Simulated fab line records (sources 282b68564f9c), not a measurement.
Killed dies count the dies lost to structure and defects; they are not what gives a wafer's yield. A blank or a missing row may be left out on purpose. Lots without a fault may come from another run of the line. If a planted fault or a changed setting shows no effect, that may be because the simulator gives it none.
A sampling plan put to the test ; flow rit cmos ; each of the 10 faults these records tell of, on one fab line, judged from the records of the lots it struck
The line's own looks make up the plan; these are the steps of the route where a gauge or inspection reads the wafer and leaves it unchanged. A look can be judged if struck wafers have a number there and the file gives its usual mean and standard deviation on fault-free wafers. Caught: a look later than the fault's first step finds the struck wafers' mean 4 or more of those standard deviations (sigma) from the usual mean. On the tool: the test repeated on the tool's own readings taken at the fault's steps. Caught also covers a different recipe on the struck wafers, or a record left blank for those wafers only.

THE FAULTS, as the simulator had put them in
1. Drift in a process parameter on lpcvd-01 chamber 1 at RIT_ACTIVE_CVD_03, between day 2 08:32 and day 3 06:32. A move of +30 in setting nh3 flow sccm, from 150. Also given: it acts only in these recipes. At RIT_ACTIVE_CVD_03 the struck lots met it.
2. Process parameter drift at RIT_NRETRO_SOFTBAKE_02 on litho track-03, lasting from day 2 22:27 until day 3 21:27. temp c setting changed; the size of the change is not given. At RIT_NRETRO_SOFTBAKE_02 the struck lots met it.
3. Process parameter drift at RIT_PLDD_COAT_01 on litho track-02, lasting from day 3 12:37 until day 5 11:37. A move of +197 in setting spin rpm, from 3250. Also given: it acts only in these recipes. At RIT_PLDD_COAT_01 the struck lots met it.
4. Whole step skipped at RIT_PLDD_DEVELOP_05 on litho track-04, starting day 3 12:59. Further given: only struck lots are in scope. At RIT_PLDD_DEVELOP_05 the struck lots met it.
5. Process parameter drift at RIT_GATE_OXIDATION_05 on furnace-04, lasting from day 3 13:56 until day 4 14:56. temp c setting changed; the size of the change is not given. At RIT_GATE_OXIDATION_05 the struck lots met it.
6. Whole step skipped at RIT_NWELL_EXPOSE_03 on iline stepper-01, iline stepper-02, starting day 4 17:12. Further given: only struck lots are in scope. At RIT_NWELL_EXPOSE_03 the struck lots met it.
7. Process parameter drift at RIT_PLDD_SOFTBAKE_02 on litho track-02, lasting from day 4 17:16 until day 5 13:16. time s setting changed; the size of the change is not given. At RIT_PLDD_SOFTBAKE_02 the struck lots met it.
8. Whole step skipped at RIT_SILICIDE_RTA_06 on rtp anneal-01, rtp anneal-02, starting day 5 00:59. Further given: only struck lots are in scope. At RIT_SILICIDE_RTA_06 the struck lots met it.
9. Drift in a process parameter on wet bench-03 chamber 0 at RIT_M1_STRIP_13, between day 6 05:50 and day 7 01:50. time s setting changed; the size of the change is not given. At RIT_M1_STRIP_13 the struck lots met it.
10. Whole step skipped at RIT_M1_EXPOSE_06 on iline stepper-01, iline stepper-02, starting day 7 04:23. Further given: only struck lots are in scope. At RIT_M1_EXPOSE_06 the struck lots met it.

WHAT THE PLAN SAW
fault;on the tool itself;first look that catches it;reading, sigma;median hours from its first step to that look;hours from the fault's start to the first struck lot there;judged looks passed uncaught
1;nh3 flow sccm +61 sigma;RIT_ACTIVE_THK_MEAS_04;ACTIVE_NITRIDE_THK +17;1.4;7;0
2;heater power total W -38 sigma;no look after it can be judged;-;-;-;0
3;spin speed rpm +94 sigma;no look after it can be judged;-;-;-;0
4;the tool's record is blank for the struck wafers;no look after it can be judged;-;-;-;0
5;tube center temp C -59 sigma;no look after it can be judged;-;-;-;0
6;no reading that can be judged;none of the 2 looks that can be judged after it;-;-;-;2
7;run length s -31 sigma;no look after it can be judged;-;-;-;0
8;the tool's record is blank for the struck wafers;no look after it can be judged;-;-;-;0
9;run length s -39 sigma;no look after it can be judged;-;-;-;0
10;no reading that can be judged;no look after it can be judged;-;-;-;0
A dash: the fault is not caught, or the number is missing from these records.

Caught at a look: 1 of 10. Caught on the tool: 8 of 10. By one or the other: 8 of 10.
Faults caught by the tool alone: 2, 3, 4, 5, 7, 8, 9.
Caught by neither: faults 6, 10.

THINNER SAMPLING
Were the look that catches a fault to measure just every second or every third lot (counted by lot number), the first struck lot would, at worst, be measured this late:
fault;struck lots at that look, in order of time;every lot;every second lot;every third lot
1;L534, L537;7 h;21 h;may miss all 2
Hours count from the start of the fault until the first struck lot that is measured. The test against the limit of 4 sigma pooled every struck wafer, which means one lot taken alone may stay below that limit. Other struck lots may not be in these records.

THE LONGEST TIMED WAY FROM STEP TO LOOK
For fault 1, RIT_ACTIVE_CVD_03 and RIT_ACTIVE_THK_MEAS_04 are separated by a median of 1.4 hours. No look between them can be judged.
